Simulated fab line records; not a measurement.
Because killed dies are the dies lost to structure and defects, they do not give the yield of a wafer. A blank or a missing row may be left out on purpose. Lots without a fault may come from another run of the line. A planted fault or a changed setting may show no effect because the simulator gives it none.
Struck lot and sound lot, side by side | flow rit-cmos | 43 steps out of a route of 202
Sound: these wafers, L152.2, L152.4, L152.6. Struck: wafers L146.1, L146.3, L146.4. The cause is named last.
For every step that has rows: the tool of each side, followed by ch and its chambers, followed by its first start. Under that, the readings that differ: sound wafers | struck wafers | difference of the means | sigmas: that difference in standard deviations of wafers without a fault.
alike: readings with means less than 2 such deviations apart, plus words and numbers identical on both sides. not compared: withheld readings, readings lacking a value on some wafer, bounds such as >300 that could conceal the same value, and numbers that have no deviation in the record and whose values overlap.
The two part at a step that has a row with sigmas, a row that says differs or no value, or rows on one side only. Non-overlapping numbers with no deviation appear without sigmas and do not part them. A reading that every wafer of one side lacks parts them only if that side has two wafers or more.

RIT_ACTIVE_THK_MEAS_04:
  sound on film-metro-01, day 5 12:50; struck on film-metro-04, day 4 06:32
  alike: ACTIVE_NITRIDE_THK
then, 6 steps without rows for these wafers: RIT_ACTIVE_HMDS_05 (prime time 60 s); RIT_ACTIVE_COAT_06 (resist thk 995 nm); RIT_ACTIVE_SOFTBAKE_07 (time 60 s); RIT_ACTIVE_EXPOSE_08 (exposes mask M1, target cd 1400 nm); RIT_ACTIVE_PEB_09; RIT_ACTIVE_DEVELOP_10 (develop time 50 s).
RIT_ACTIVE_CD_MEAS_11: the cd target is 1400 nm.
  sound on cd-sem-02, day 5 13:54; struck on cd-sem-01, day 4 07:26
  alike: cd-nm
then, 1 step without rows for these wafers: RIT_ACTIVE_HARDBAKE_12 (time 60 s).
RIT_ACTIVE_ETCH_13: etches Si3N4 in SF6, stops on SiO2, time 210 s, target depth 210 nm.
  sound on rie-diel-03 ch 1,2, day 5 14:17; struck on rie-diel-03 ch 0,1,3, day 4 07:44
  alike: SF6_flow_sccm, drypump-motor-current-A, oes-product-au, throttle-valve-pct
  not compared: rf-hours-counter-h
RIT_ACTIVE_STRIP_14: strips in O2, time 180 s.
  sound on plasma-asher-03 ch 0,1, day 5 14:29; struck on plasma-asher-01 ch 0,1, day 4 07:52
  alike: drypump-motor-current-A
  not compared: rf-hours-counter-h
RIT_ACTIVE_CD_MEAS_90: the cd target is 1400 nm.
  sound on cd-sem-01, day 5 14:41; struck on cd-sem-02, day 4 08:02
  alike: cd-nm
RIT_ACTIVE_CLEAN_15: cleans in SC1, time 589 s.
  sound on wet-bench-02 ch 0, day 5 14:47; struck on wet-bench-03 ch 2, day 4 08:10
then, 3 steps without rows for these wafers: RIT_ACTIVE_CLEAN_16 (cleans in dHF, time 30 s); RIT_ACTIVE_CLEAN_17 (cleans in SC2, time 600 s); RIT_FOX1_OXIDATION_00 (target thk 350.7 nm, ox time 1130 s).
RIT_FOX1_THK_MEAS_01:
  sound on film-metro-01, day 5 18:07; struck on film-metro-01, day 4 14:11
  alike: FOX1_OXIDE_THK
then, 2 steps without rows for these wafers: RIT_FOX1_WET_ETCH_02 (etches SiO2 in BOE, target depth 350 nm, time 390 s); RIT_FOX2_OXIDATION_00 (target thk 350.7 nm, ox time 1130 s).
RIT_FOX2_THK_MEAS_01:
  sound on film-metro-03, day 5 20:41; struck on film-metro-03, day 4 18:01
  reading             | sound       | struck      | difference | sigmas
  FOX2_OXIDE_THK (nm) | 361 357 358 | 347 342 345 | -14        | -2
then, 2 steps without rows for these wafers: RIT_FOX2_CLEAN_02 (cleans in dHF, time 180 s); RIT_FOX2_WET_ETCH_03 (etches Si3N4 in H3PO4, target depth 195 nm, time 2700 s).
RIT_FOX2_THK_MEAS_90:
  sound on film-metro-03, day 5 21:34; struck on film-metro-02, day 4 18:53
  reading                     | sound       | struck      | difference | sigmas
  FIELD_OXIDE_LEFT_1_THK (nm) | 334 329 331 | 319 315 318 | -14        | -2
then, 6 steps without rows for these wafers: RIT_NWELL_HMDS_00 (prime time 60 s); RIT_NWELL_COAT_01 (resist thk 1300 nm); RIT_NWELL_SOFTBAKE_02 (time 60 s); RIT_NWELL_EXPOSE_03 (exposes mask M2, target cd 43900 nm); RIT_NWELL_PEB_04; RIT_NWELL_DEVELOP_05 (develop time 68 s).
RIT_NWELL_OVL_MEAS_06:
  sound on overlay-02, day 5 22:31; struck on overlay-02, day 4 20:05
  alike: NWELL_OVL
then, 2 steps without rows for these wafers: RIT_NWELL_HARDBAKE_07 (time 120 s); RIT_NWELL_IMPLANT_08.
RIT_NWELL_STRIP_09: strips in O2, time 180 s.
  sound on plasma-asher-04 ch 0,1, day 5 22:56; struck on plasma-asher-04 ch 0,1, day 4 20:32
  alike: drypump-motor-current-A
  not compared: rf-hours-counter-h
RIT_NWELL_TW_MEAS_10:
  sound on film-metro-01, day 5 23:07; struck on film-metro-01, day 4 20:43
  alike: NWELL_TW
then, 6 steps without rows for these wafers: RIT_PWELL_HMDS_00 (prime time 60 s); RIT_PWELL_COAT_01 (resist thk 1300 nm); RIT_PWELL_SOFTBAKE_02 (time 60 s); RIT_PWELL_EXPOSE_03 (exposes mask M3, target cd 43700 nm); RIT_PWELL_PEB_04; RIT_PWELL_DEVELOP_05 (develop time 68 s).
RIT_PWELL_OVL_MEAS_06:
  sound on overlay-02, day 6 00:04; struck on overlay-02, day 4 22:12
  alike: PWELL_OVL
then, 1 step without rows for these wafers: RIT_PWELL_HARDBAKE_07 (time 120 s).
RIT_M1_PROBE_99:
  sound on prober-02, day 7 14:53; struck on prober-02, day 6 12:22
  reading             | sound | struck   | difference | sigmas
  killed-at-front-end | 6 4 6 | 22 25 23 | +18        | +6
  killed-dies         | 6 4 6 | 22 25 23 | +18        | +6
  killed-on-rim       | 2 2 2 | 9 10 9   | +7         | +5
  alike: killed_at_M0_to_M3, killed-open, killed-short

== WHERE THEY PART ==
Last at RIT_M1_PROBE_99 as far as this record goes, first at RIT_FOX2_THK_MEAS_01.

WHY: whatever the simulator had introduced
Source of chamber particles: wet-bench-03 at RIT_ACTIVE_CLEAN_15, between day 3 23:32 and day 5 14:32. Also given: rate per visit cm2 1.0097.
